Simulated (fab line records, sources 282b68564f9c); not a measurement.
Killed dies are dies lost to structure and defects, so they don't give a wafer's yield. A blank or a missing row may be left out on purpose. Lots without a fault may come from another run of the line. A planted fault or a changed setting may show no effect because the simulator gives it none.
Split-lot experiment | flow rit_cmos | 5 lots, 23 wafers read, on a route of 202 steps

THE SPLIT
At RIT_CONTACT_CVD_00 (deposits SiO2 from TEOS, target thk 400 nm, time 61 s), the setting time_s was moved away from the recipe's 61 s on 7 of the 23 wafers read, by -14.5% to +10.7%. The other wafers ran this setting at the recipe's value.

The file shows no step between the split and the reading.

THE READING
CONTACT_TEOS_THK, in nm, at RIT_CONTACT_THK_MEAS_01. Fault-free wafers of this fab line usually give 399 nm, standard deviation 4.6 nm.

wafer  | tool, chamber at the split | time_s as run, s | against the recipe | CONTACT_TEOS_THK, nm | against lot-mates on the recipe
L078.1 | pecvd-01, 0                | 61               | recipe             | 395                  | -
L078.2 | pecvd-01, 1                | 61               | recipe             | 398                  | -
L078.5 | pecvd-01, 2                | 61               | recipe             | 404                  | -
L079.1 | pecvd-03, 1                | 52.18            | -14.5%             | 336                  | -61
L079.2 | pecvd-03, 2                | 52.18            | -14.5%             | 341                  | -56
L079.3 | pecvd-03, 0                | 61               | recipe             | 391                  | -
L079.5 | pecvd-03, 0                | 61               | recipe             | 403                  | -
L079.6 | pecvd-03, 2                | 52.18            | -14.5%             | 345                  | -52
L080.1 | pecvd-04, 2                | 61               | recipe             | 393                  | -
L080.2 | pecvd-04, 1                | 67.52            | +10.7%             | 440                  | +40
L080.3 | pecvd-04, 0                | 67.52            | +10.7%             | 437                  | +37
L080.4 | pecvd-04, 0                | 61               | recipe             | 402                  | -
L080.5 | pecvd-04, 1                | 61               | recipe             | 404                  | -
L084.1 | pecvd-01, 2                | 61               | recipe             | 399                  | -
L084.2 | pecvd-01, 1                | 61               | recipe             | 393                  | -
L084.3 | pecvd-01, 1                | 61               | recipe             | 402                  | -
L084.5 | pecvd-01, 1                | 61               | recipe             | 401                  | -
L084.6 | pecvd-01, 2                | 61               | recipe             | 401                  | -
L085.2 | pecvd-03, 1                | 58.37            | -4.3%              | 386                  | -17
L085.3 | pecvd-03, 2                | 61               | recipe             | 397                  | -
L085.4 | pecvd-03, 0                | 61               | recipe             | 406                  | -
L085.5 | pecvd-03, 2                | 58.37            | -4.3%              | 382                  | -21
L085.6 | pecvd-03, 1                | 61               | recipe             | 405                  | -

THE FIT
A straight line over all 23 wafers: CONTACT_TEOS_THK changes by +3.93 nm for each +1% of time_s; r = +0.98; the points scatter about the line by 4.4 nm.
The same after taking each lot's own level away (the mean of its wafers on the recipe; 23 wafers): +3.83 nm for each +1%; r = +0.99; scatter 4.1 nm.
On that fit, the largest move of time_s shifts the reading by 55 nm.
The lots' own levels span 397.0 to 402.7 nm, that is 1.2 times the standard deviation above.
So the lot-to-lot level changes the slope little: the two slopes agree.
Check: with one of the wafers moved furthest among these (-14.5%) left out of the fit, the line predicts -54.2 nm for it against its lot-mates. It came out at -61 nm against them.

OTHER SPLITS ON THESE WAFERS
These wafers also went through other splits before the reading. Each is held against what the fit with the lots' levels taken away leaves over:
other split on the same wafers  | wafers away from the commonest value | r with CONTACT_TEOS_THK (lot level and that fit taken away)
RIT_GATE_EXPOSE_13 dose_mj      | 5                                    | -0.03
RIT_NLDD_SOFTBAKE_02 temp_c     | 11                                   | +0.00
RIT_NLDD_IMPLANT_08 energy_kev  | 12                                   | +0.27
RIT_PLDD_SOFTBAKE_02 temp_c     | 8                                    | +0.15
RIT_SPACER_CVD_03 nh3_flow_sccm | 10                                   | -0.05
RIT_NSD_IMPLANT_08 energy_kev   | 7                                    | +0.07
RIT_PSD_IMPLANT_08 dose_cm2     | 7                                    | -0.45
RIT_SILICIDE_SPUTTER_01 time_s  | 11                                   | -0.03

THE WHOLE CHAIN: every reading that the file lists as answering this split, in the file's order
step                    | what it does                                          | reading                                                                        | change (the file's fit)              | r (the file's)
RIT_CONTACT_CVD_00      | deposits SiO2 from TEOS, target thk 400 nm, time 61 s | SiO2_of_CONTACT_CVD_00.thk_nm (the simulator's own value, which no gauge read) | +3.76 nm for each +1% of the setting | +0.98
RIT_CONTACT_THK_MEAS_01 |                                                       | CONTACT_TEOS_THK                                                               | +3.82 for each +1% of the setting    | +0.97

THE FILE'S OWN FIT
CONTACT_TEOS_THK changes by +3.82 nm for each +1% of time_s, r = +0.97.
